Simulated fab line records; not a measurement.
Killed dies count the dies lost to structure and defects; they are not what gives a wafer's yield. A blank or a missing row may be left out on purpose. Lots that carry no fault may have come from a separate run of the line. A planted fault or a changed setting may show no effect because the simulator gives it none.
A lot that was struck, set against a sound lot / flow rit cmos / 15 steps out of a route of 202
Sound: the wafers L330.3, L330.4, L330.6. Struck: wafers L320.1, L320.2, L320.5. Last of all comes the cause.
At each step with rows: each side's tool, then ch and its chambers, then its first start. Under that, the readings that differ: sound wafers / struck wafers / difference of the means / sigmas: that difference in standard deviations of wafers without a fault.
alike: a reading whose means differ by less than 2 such deviations, as well as words and numbers matching on both sides. not compared: withheld readings; readings where some wafer has no value; bounds like >300 that might hide an equal value; numbers whose values overlap and for which the record gives no deviation.
A row with sigmas, a row that says differs or no value, or rows on one side alone: a step with any of these is where the two part. Numbers that have no deviation but don't overlap get no sigmas and don't part them. A reading that every wafer of one side lacks parts them only if that side has two wafers or more.

first, 4 steps without rows for these wafers: RIT_PSD_SOFTBAKE_02 (time 60 s); RIT_PSD_EXPOSE_03 (exposes mask M10, target cd 40900 nm); RIT_PSD_PEB_04; RIT_PSD_DEVELOP_05 (develop time 50 s).
RIT_PSD_OVL_MEAS_06:
  sound: overlay-02 at day 6 14:19; struck: overlay-02 at day 4 08:32
  alike: PSD_OVL
then, 2 steps without rows for these wafers: RIT_PSD_HARDBAKE_07 (time 60 s); RIT_PSD_IMPLANT_08.
RIT_PSD_STRIP_09: strips in O2, time 180 s.
  sound on plasma asher-01 ch 0,1, day 6 14:41; struck on plasma asher-04 ch 0,1, day 4 08:52
  alike: drypump motor current A, rf refl power W
  not compared: rf hours counter h
RIT_PSD_TW_MEAS_10:
  sound: film metro-04 at day 6 14:50; struck: film metro-03 at day 4 09:02
  alike: PSD_TW
then, 3 steps without rows for these wafers: RIT_SDANNEAL_CLEAN_00 (cleans in SC1, time 600 s); RIT_SDANNEAL_CLEAN_01 (cleans in dHF, time 30 s); RIT_SDANNEAL_CLEAN_02 (cleans in SC2, time 600 s).
RIT_SDANNEAL_RTA_03: time 5 s.
  sound on rtp anneal-02 ch 0, day 6 15:17; struck on rtp anneal-02 ch 0, day 4 09:42
  alike: ramp down c per s, wafer_temp_C_max
RIT_SDANNEAL_RS_MEAS_04: the measuring method here is four-point-probe.
  sound: film metro-03 at day 6 15:22; struck: film metro-03 at day 4 09:45
  alike: PSD_RS
RIT_M1_PROBE_99:
  sound: prober-02 at day 6 22:59; struck: prober-02 at day 4 17:39
  alike: killed_at_M0_to_M3, killed at contacts, killed at front end, killed dies, killed open, killed short

WHERE THEY PART
Nowhere in this record.

WHY: the cause the simulator had injected
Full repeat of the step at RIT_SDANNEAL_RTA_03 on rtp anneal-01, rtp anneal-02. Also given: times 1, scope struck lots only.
